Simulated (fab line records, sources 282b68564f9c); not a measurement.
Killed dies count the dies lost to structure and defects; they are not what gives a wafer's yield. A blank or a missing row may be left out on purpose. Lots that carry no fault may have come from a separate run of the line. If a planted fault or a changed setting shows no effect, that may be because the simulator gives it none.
The tool behind it: which one? || flow rit_cmos || 15 lots, 45 wafers sampled, at 5 steps of a route of 202

WHAT THE GAUGES SHOWED, per wafer
RIT_PLDD_TW_MEAS_10.
{"lot": "L942", "measured": "day 3 15:43", "on": "film_metro-02", "PLDD_TW": "2348 2337 2364"}
{"lot": "L943", "measured": "day 3 22:54", "on": "film_metro-02", "PLDD_TW": "2345 2344 2342"}
{"lot": "L944", "measured": "day 4 03:02", "on": "film_metro-02", "PLDD_TW": "2346 2351 2335"}
{"lot": "L945", "measured": "day 4 03:30", "on": "film_metro-02", "PLDD_TW": "2344 2344 2334"}
{"lot": "L946", "measured": "day 4 08:52", "on": "film_metro-04", "PLDD_TW": "2327 2325 2337"}
{"lot": "L949", "measured": "day 4 15:14", "on": "film_metro-02", "PLDD_TW": "2318 2331 2324"}
{"lot": "L948", "measured": "day 4 15:45", "on": "film_metro-04", "PLDD_TW": "2335 2326 2335"}
{"lot": "L950", "measured": "day 4 19:17", "on": "film_metro-04", "PLDD_TW": "2328 2318 2322"}
{"lot": "L954", "measured": "day 5 13:30", "on": "film_metro-03", "PLDD_TW": "2359 2350 2351"}
{"lot": "L955", "measured": "day 5 19:13", "on": "film_metro-02", "PLDD_TW": "2355 2358 2362"}
{"lot": "L958", "measured": "day 6 07:18", "on": "film_metro-04", "PLDD_TW": "2332 2345 2338"}
{"lot": "L959", "measured": "day 6 16:47", "on": "film_metro-04", "PLDD_TW": "2344 2332 2323"}
{"lot": "L960", "measured": "day 6 20:17", "on": "film_metro-02", "PLDD_TW": "2343 2349 2340"}
{"lot": "L961", "measured": "day 7 01:56", "on": "film_metro-03", "PLDD_TW": "2342 2330 2342"}
{"lot": "L965", "measured": "day 7 19:31", "on": "film_metro-04", "PLDD_TW": "2313 2337 2330"}

RIT_SDANNEAL_RS_MEAS_05: uses a four-point probe to measure.
{"lot": "L942", "measured": "day 3 22:11", "on": "film_metro-03", "NSD_RS (ohm/sq)": "84.64 84.55 84.66"}
{"lot": "L943", "measured": "day 4 04:58", "on": "film_metro-02", "NSD_RS (ohm/sq)": "84.65 84.97 84.96"}
{"lot": "L944", "measured": "day 4 09:59", "on": "film_metro-03", "NSD_RS (ohm/sq)": "84.06 84.48 84.36"}
{"lot": "L945", "measured": "day 4 10:07", "on": "film_metro-04", "NSD_RS (ohm/sq)": "84.37 84.46 84.59"}
{"lot": "L946", "measured": "day 4 16:33", "on": "film_metro-02", "NSD_RS (ohm/sq)": "84.63 84.79 84.72"}
{"lot": "L949", "measured": "day 4 21:25", "on": "film_metro-03", "NSD_RS (ohm/sq)": "84.86 84.89 84.74"}
{"lot": "L948", "measured": "day 4 23:03", "on": "film_metro-04", "NSD_RS (ohm/sq)": "84.23 84.56 84.18"}
{"lot": "L950", "measured": "day 5 02:40", "on": "film_metro-04", "NSD_RS (ohm/sq)": "84.66 84.61 84.43"}
{"lot": "L954", "measured": "day 5 19:38", "on": "film_metro-03", "NSD_RS (ohm/sq)": "84.43 84.49 84.66"}
{"lot": "L955", "measured": "day 6 01:17", "on": "film_metro-04", "NSD_RS (ohm/sq)": "84.25 84.49 84.63"}
{"lot": "L958", "measured": "day 6 13:49", "on": "film_metro-03", "NSD_RS (ohm/sq)": "82.28 81.66 81.98"}
{"lot": "L959", "measured": "day 6 22:53", "on": "film_metro-04", "NSD_RS (ohm/sq)": "81.36 81.37 81.44"}
{"lot": "L960", "measured": "day 7 02:46", "on": "film_metro-04", "NSD_RS (ohm/sq)": "81.73 81.75 82.14"}
{"lot": "L961", "measured": "day 7 08:08", "on": "film_metro-03", "NSD_RS (ohm/sq)": "84.64 84.60 84.99"}
{"lot": "L965", "measured": "day 8 01:28", "on": "film_metro-04", "NSD_RS (ohm/sq)": "84.44 84.31 84.47"}

RIT_CONTACT_CD_MEAS_08: the cd target is 1000 nm.
{"lot": "L942", "measured": "day 4 00:19", "on": "cd_sem-01", "cd_nm (nm)": "997.4 998.8 999.6"}
{"lot": "L943", "measured": "day 4 06:57", "on": "cd_sem-02", "cd_nm (nm)": "1001.1 1001.9 999.0"}
{"lot": "L944", "measured": "day 4 12:07", "on": "cd_sem-01", "cd_nm (nm)": "1002.0 1002.0 1000.9"}
{"lot": "L945", "measured": "day 4 12:18", "on": "cd_sem-02", "cd_nm (nm)": "1000.7 1001.7 1000.6"}
{"lot": "L946", "measured": "day 4 18:44", "on": "cd_sem-01", "cd_nm (nm)": "1001.1 1002.9 1000.9"}
{"lot": "L949", "measured": "day 4 23:30", "on": "cd_sem-01", "cd_nm (nm)": "999.5 1000.6 998.9"}
{"lot": "L948", "measured": "day 5 01:01", "on": "cd_sem-01", "cd_nm (nm)": "1001.0 1001.7 1001.5"}
{"lot": "L950", "measured": "day 5 04:44", "on": "cd_sem-01", "cd_nm (nm)": "1000.9 1000.4 1000.8"}
{"lot": "L954", "measured": "day 5 21:51", "on": "cd_sem-01", "cd_nm (nm)": "1003.9 1001.8 1001.0"}
{"lot": "L955", "measured": "day 6 03:14", "on": "cd_sem-01", "cd_nm (nm)": "999.9 1000.3 1000.5"}
{"lot": "L958", "measured": "day 6 15:50", "on": "cd_sem-01", "cd_nm (nm)": "1003.7 1003.2 1002.3"}
{"lot": "L959", "measured": "day 7 00:55", "on": "cd_sem-02", "cd_nm (nm)": "1003.0 1003.0 1003.7"}
{"lot": "L960", "measured": "day 7 04:43", "on": "cd_sem-02", "cd_nm (nm)": "1001.5 1003.0 1002.0"}
{"lot": "L961", "measured": "day 7 10:14", "on": "cd_sem-02", "cd_nm (nm)": "999.5 1000.6 997.3"}
{"lot": "L965", "measured": "day 8 03:30", "on": "cd_sem-02", "cd_nm (nm)": "997.4 998.4 997.8"}

RIT_M1_OVL_MEAS_10.
{"lot": "L942", "measured": "day 4 03:02", "on": "overlay-02", "M1_OVL (nm)": "0.0 -0.8 -2.3"}
{"lot": "L943", "measured": "day 4 09:43", "on": "overlay-02", "M1_OVL (nm)": "0.5 -0.7 -1.5"}
{"lot": "L944", "measured": "day 4 15:04", "on": "overlay-01", "M1_OVL (nm)": "-0.2 0.7 2.2"}
{"lot": "L945", "measured": "day 4 15:19", "on": "overlay-02", "M1_OVL (nm)": "0.3 0.1 2.1"}
{"lot": "L946", "measured": "day 4 21:34", "on": "overlay-01", "M1_OVL (nm)": "-0.9 1.6 0.4"}
{"lot": "L949", "measured": "day 5 02:25", "on": "overlay-01", "M1_OVL (nm)": "-2.2 -1.5 1.1"}
{"lot": "L948", "measured": "day 5 03:46", "on": "overlay-02", "M1_OVL (nm)": "-1.7 -0.6 0.5"}
{"lot": "L950", "measured": "day 5 07:22", "on": "overlay-01", "M1_OVL (nm)": "-0.7 1.3 -1.3"}
{"lot": "L954", "measured": "day 6 00:49", "on": "overlay-01", "M1_OVL (nm)": "-0.8 -0.1 0.4"}
{"lot": "L955", "measured": "day 6 05:51", "on": "overlay-02", "M1_OVL (nm)": "-2.9 -1.4 -1.1"}
{"lot": "L958", "measured": "day 6 18:28", "on": "overlay-01", "M1_OVL (nm)": "0.8 0.3 -0.7"}
{"lot": "L959", "measured": "day 7 03:41", "on": "overlay-02", "M1_OVL (nm)": "1.0 2.1 1.6"}
{"lot": "L960", "measured": "day 7 07:31", "on": "overlay-02", "M1_OVL (nm)": "1.3 -1.6 1.4"}
{"lot": "L961", "measured": "day 7 12:50", "on": "overlay-02", "M1_OVL (nm)": "-0.2 -2.3 0.5"}
{"lot": "L965", "measured": "day 8 06:07", "on": "overlay-02", "M1_OVL (nm)": "-2.3 -1.7 0.3"}

TOOL THAT RAN EACH LOT (tool first, then ch and the chambers of the sampled wafers, then the start)
{"lot": "L942", "RIT_NSD_IMPLANT_08": "implanter-04 ch 0, day 3 19:46"}
{"lot": "L943", "RIT_NSD_IMPLANT_08": "implanter-03 ch 0, day 4 02:29"}
{"lot": "L944", "RIT_NSD_IMPLANT_08": "implanter-03 ch 0, day 4 06:49"}
{"lot": "L945", "RIT_NSD_IMPLANT_08": "implanter-02 ch 0, day 4 07:25"}
{"lot": "L946", "RIT_NSD_IMPLANT_08": "implanter-04 ch 0, day 4 14:05"}
{"lot": "L949", "RIT_NSD_IMPLANT_08": "implanter-04 ch 0, day 4 18:51"}
{"lot": "L948", "RIT_NSD_IMPLANT_08": "implanter-04 ch 0, day 4 20:40"}
{"lot": "L950", "RIT_NSD_IMPLANT_08": "implanter-03 ch 0, day 4 23:57"}
{"lot": "L954", "RIT_NSD_IMPLANT_08": "implanter-04 ch 0, day 5 17:18"}
{"lot": "L955", "RIT_NSD_IMPLANT_08": "implanter-02 ch 0, day 5 22:52"}
{"lot": "L958", "RIT_NSD_IMPLANT_08": "implanter-02 ch 0, day 6 11:03"}
{"lot": "L959", "RIT_NSD_IMPLANT_08": "implanter-02 ch 0, day 6 20:24"}
{"lot": "L960", "RIT_NSD_IMPLANT_08": "implanter-02 ch 0, day 7 00:14"}
{"lot": "L961", "RIT_NSD_IMPLANT_08": "implanter-03 ch 0, day 7 05:34"}
{"lot": "L965", "RIT_NSD_IMPLANT_08": "implanter-03 ch 0, day 7 23:07"}
- RIT_NSD_IMPLANT_08

WHAT THE TOOLS THEMSELVES READ (means of the sampled wafers that have a number; where no wafer has one, the mark that the record gives instead)
RIT_NSD_IMPLANT_08.
{"lot": "L942", "tool": "implanter-04", "dose_ions_cm2": 1.0008e+15, "faraday_current_uA": 3113}
{"lot": "L943", "tool": "implanter-03", "dose_ions_cm2": 1.0002e+15, "faraday_current_uA": 3133}
{"lot": "L944", "tool": "implanter-03", "dose_ions_cm2": 1.0005e+15, "faraday_current_uA": 3105}
{"lot": "L945", "tool": "implanter-02", "dose_ions_cm2": 9.9953e+14, "faraday_current_uA": 3145}
{"lot": "L946", "tool": "implanter-04", "dose_ions_cm2": 9.9960e+14, "faraday_current_uA": 3120}
{"lot": "L949", "tool": "implanter-04", "dose_ions_cm2": 9.9873e+14, "faraday_current_uA": 3144}
{"lot": "L948", "tool": "implanter-04", "dose_ions_cm2": 1.0014e+15, "faraday_current_uA": 3138}
{"lot": "L950", "tool": "implanter-03", "dose_ions_cm2": 1.0014e+15, "faraday_current_uA": 3142}
{"lot": "L954", "tool": "implanter-04", "dose_ions_cm2": 1.0016e+15, "faraday_current_uA": 3092}
{"lot": "L955", "tool": "implanter-02", "dose_ions_cm2": 1.0001e+15, "faraday_current_uA": 3099}
{"lot": "L958", "tool": "implanter-02", "dose_ions_cm2": 1.0421e+15, "faraday_current_uA": 3277}
{"lot": "L959", "tool": "implanter-02", "dose_ions_cm2": 1.0419e+15, "faraday_current_uA": 3300}
{"lot": "L960", "tool": "implanter-02", "dose_ions_cm2": 1.0433e+15, "faraday_current_uA": 3281}
{"lot": "L961", "tool": "implanter-03", "dose_ions_cm2": 1.0001e+15, "faraday_current_uA": 3127}
{"lot": "L965", "tool": "implanter-03", "dose_ions_cm2": 1.0022e+15, "faraday_current_uA": 3196}

THE ANSWER, worked out from the rows above alone
Rule: what is usual is taken from the lots themselves. The widest of any qualifying gaps counts: lots, ordered by their means at a reading, are off when they make up no more than a third of the lots, leave a main group of 4 or more, and stand apart from it by 3 or more times the standard deviation of that group's means. The tables above print the reading to a certain number of digits; a main group whose means all agree to those digits is not used. A lot without any number at a reading at which 4 lots or more have one is off too. All remaining lots with rows at the step are treated as sound. After the gauges, taken in route order, come the tools' own readings; for these a lot's mean is taken, as printed above. The first step at which some lot is off is used, and at that step the reading that is off furthest; a lot without a number counts as furthest.
Off: at RIT_SDANNEAL_RS_MEAS_05 (NSD_RS), L958, L959, L960. For the main group the mean is 84.57 ohm/sq and the standard deviation 0.18.
If a tool, at a process step before that reading, ran all the lots that are off and no sound lot after the first of them, it fits. The gauges at RIT_SDANNEAL_RS_MEAS_05 aren't tried: what is off there is off at RIT_NSD_IMPLANT_08 too, on other tools, and a gauge's error can't cause that. One candidate fits, namely implanter-02 at RIT_NSD_IMPLANT_08. Its last sound lot is L955 (day 5 22:52), its first lot that is off L958 (day 6 11:03): a fault that began between those two fits.
The tool's own readings at RIT_NSD_IMPLANT_08 bear it out: on the lots that are off they differ by more than 5 times the standard deviation of the sound lots' means. dose_ions_cm2 reads 1.0424e+15 there against 1.0005e+15 on the sound lots; faraday_current_uA reads 3286 there against 3130 on the sound lots.

WHAT HAD BEEN PUT IN BY THE SIMULATOR
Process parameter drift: implanter-02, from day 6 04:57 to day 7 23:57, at RIT_NSD_IMPLANT_08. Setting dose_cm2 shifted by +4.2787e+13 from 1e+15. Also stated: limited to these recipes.
Struck lots among those shown: L958, L959, L960. The rule above found the same.
